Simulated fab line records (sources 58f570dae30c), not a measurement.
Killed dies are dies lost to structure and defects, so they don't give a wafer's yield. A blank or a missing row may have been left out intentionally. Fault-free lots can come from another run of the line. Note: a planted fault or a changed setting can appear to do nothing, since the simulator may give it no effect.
Problem report, 8D (eight disciplines) form, completed by code -- flow berkeley cmos170 -- the parts of the form that need people (team, actions taken, sign-off) are left out

1. THE PROBLEM
At UCB170_GATE_CD_MEAS_12, cd nm averages 300.8 nm over 6 wafers from 2 lots, while fault-free wafers read 349.7 nm, standard deviation 1.5. Measured from the usual mean, that is -33 standard deviations.
The step: target cd 350 nm.
The first sign was on wafer L619.1 at day 7 14:30, on cd sem-01. Wafers with a number at this step in the record: 42, from 14 lots. By rule, "out" or "out of limits" means more than 4 standard deviations away from the usual mean. All remaining wafers that have a number are taken as sound.

2. WHAT THIS IS AND IS NOT
question,is,is not
which readings at this step,cd nm,-
which lots,"L619, L620","L609, L610, L611, L612, L613, L623, L625, L626, L627, L628, L630, L631"
which wafers of those lots,all that have a number,-
read on which gauges,cd sem-01,cd sem-02
when,from day 7 14:30,"up to then (15 sound wafers); but 21 sound wafers of L623, L625, L626, L627, L628, L630, L631 came after"

3. SUSPECTS, AND WHAT RULES EACH OUT
Counting: a tool at a process step up to the reading stays a suspect if it ran every lot that is out and no sound lot after the first of them.
- the gauge at UCB170_GATE_CD_MEAS_12 has been ruled out. All the wafers that are out were read on cd sem-01, but those of them that UCB170_GATE_STRIP_16 has rows for are out there too, on other tools.
- litho track-04 at UCB170_GATE_COAT_07 (resist thk 900 nm): kept. It ran every lot that is out, first L619 (day 7 13:00), and no sound lot after that; its last sound lot up to then is L612 (day 6 19:00).
Remaining after the count: litho track-04 at UCB170_GATE_COAT_07.

4. THE CAUSE (what the simulator had put in)
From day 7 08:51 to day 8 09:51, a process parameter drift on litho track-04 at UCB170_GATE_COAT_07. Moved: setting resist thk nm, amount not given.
Only this tool survived the counting.

5. SEQUENCE OF EFFECTS, ordered by route
Each row: a reading whose mean over the struck wafers that have a number lies more than 3 standard deviations from the usual. Only readings whose record carries a usual standard deviation are examined. hours: median over the lots of the time between each lot's start at the first step of this table that gives one and its start at this step. sigmas: the change, counted in usual standard deviations.
hours,step,reading,usual,on struck wafers,change,sigmas
0,UCB170_GATE_CD_MEAS_12,cd nm,349.7 nm,300.8,-48.9,-33
11,UCB170_GATE_STRIP_16,oes product au,0.724 a.u.,0.474,-0.250,-59
Its process steps:
- UCB170_GATE_STRIP_16: strips in O2.
Later measuring or inspecting steps at which every struck wafer that the step has a row for has a number for every such reading, and none has moved that far: UCB170_PLDD_OVL_MEAS_07.

6. HOW IT WOULD HAVE BEEN CAUGHT EARLIER
The first out-of-limits reading at a measuring or inspecting step in this record came at day 7 14:30, 6 hours after the fault's start at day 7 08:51.
L620, from the lots that are out (2), started UCB170_GATE_COAT_07 on litho track-04 later than day 7 14:30. A tool hold placed at that time would have kept it from harm.
